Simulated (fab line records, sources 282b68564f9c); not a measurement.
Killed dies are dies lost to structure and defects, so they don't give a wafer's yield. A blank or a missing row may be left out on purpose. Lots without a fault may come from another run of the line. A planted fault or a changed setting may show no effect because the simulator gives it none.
Problem report in the 8D (eight disciplines) form, filled by code | flow rit_cmos | the parts of the form that need people (team, actions taken, sign-off) are left out

1. THE PROBLEM
PSD_RS at RIT_SDANNEAL_RS_MEAS_04 reads a mean of 144.6 ohm/sq on 6 wafers of 2 lots; wafers without a fault read 116.1 ohm/sq with a standard deviation of 0.3. That is +95 standard deviations from the usual mean.
The step: measures by four-point-probe.
First seen on wafer L427.1, day 5 13:48, on film_metro-02. The record holds 33 wafers of 11 lots with a number at this step. Rule for "out", or "out of limits": more than 4 standard deviations from the usual mean. The other wafers with a number count as sound.

2. WHAT IT IS AND WHAT IT IS NOT
question                    | is                           | is not
which readings at this step | PSD_RS                       | -
which lots                  | L427, L429                   | L416, L417, L418, L422, L430, L432, L434, L436, L438
which wafers of those lots  | all that have a number       | -
read on which gauges        | film_metro-02, film_metro-03 | film_metro-04
when                        | from day 5 13:48             | up to then (12 sound wafers); but 15 sound wafers of L430, L432, L434, L436, L438 came after

3. SUSPECTS, AND WHAT RULES EACH OUT
Counting: a tool at a process step up to the reading stays a suspect if it ran every lot that is out and no sound lot after the first of them.
- the gauge at RIT_SDANNEAL_RS_MEAS_04: ruled out. The wafers that are out were read on 2 gauges (film_metro-02, film_metro-03).
- rtp_anneal-02 at RIT_SDANNEAL_RTA_03 (time 5 s): kept. It ran every lot that is out, first L427 (day 5 13:44), and no sound lot after that; its last sound lot up to then is L417 (day 3 08:01). Its own readings are out on those wafers: wafer_temp_C_max.
Left after counting: rtp_anneal-02 at RIT_SDANNEAL_RTA_03.

4. THE CAUSE (what the simulator had put in)
Process parameter drift: rtp_anneal-02, from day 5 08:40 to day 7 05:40, at RIT_SDANNEAL_RTA_03. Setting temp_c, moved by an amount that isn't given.
Counting left only this tool.

5. THE CHAIN OF EFFECTS, in route order
Each row: a reading whose mean over the struck wafers that have a number lies more than 3 standard deviations from the usual. Only readings for which the record gives a usual standard deviation are gone through. hours: the time from each lot's start at the first step in this table that gives one to its start at this step, as a median over the lots. sigmas: the change in usual standard deviations.
hours | step                    | reading          | usual        | on struck wafers | change | sigmas
0     | RIT_SDANNEAL_RTA_03     | wafer_temp_C_max | 1053.5       | 1012.9           | -40.6  | -34
0     | RIT_SDANNEAL_RS_MEAS_04 | PSD_RS           | 116.1 ohm/sq | 144.6            | +28.5  | +95
0     | RIT_SDANNEAL_RS_MEAS_05 | NSD_RS           | 84.5 ohm/sq  | 85.7             | +1.2   | +3.7
0     | RIT_SDANNEAL_RS_MEAS_06 | PLDD_RS          | 178.7 ohm/sq | 214.6            | +35.9  | +66
The process steps in it:
- RIT_SDANNEAL_RTA_03: time 5 s.
Later measuring or inspecting steps at which every struck wafer that the step has a row for has a number for every such reading, and none has moved that far: RIT_CONTACT_CD_MEAS_08.

6. WHAT WOULD HAVE CAUGHT IT SOONER
In this record the first reading out of limits at a measuring or inspecting step was taken at day 5 13:48, 5 hours after the fault began at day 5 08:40.
The tool's own readings at RIT_SDANNEAL_RTA_03 were out on every struck wafer that the step has a row for (wafer_temp_C_max): an alarm limit on them would have fired on the first of those.
Of the lots that are out (2), L429 began RIT_SDANNEAL_RTA_03 on rtp_anneal-02 after day 5 13:48. A hold on the tool at that time would have spared it.
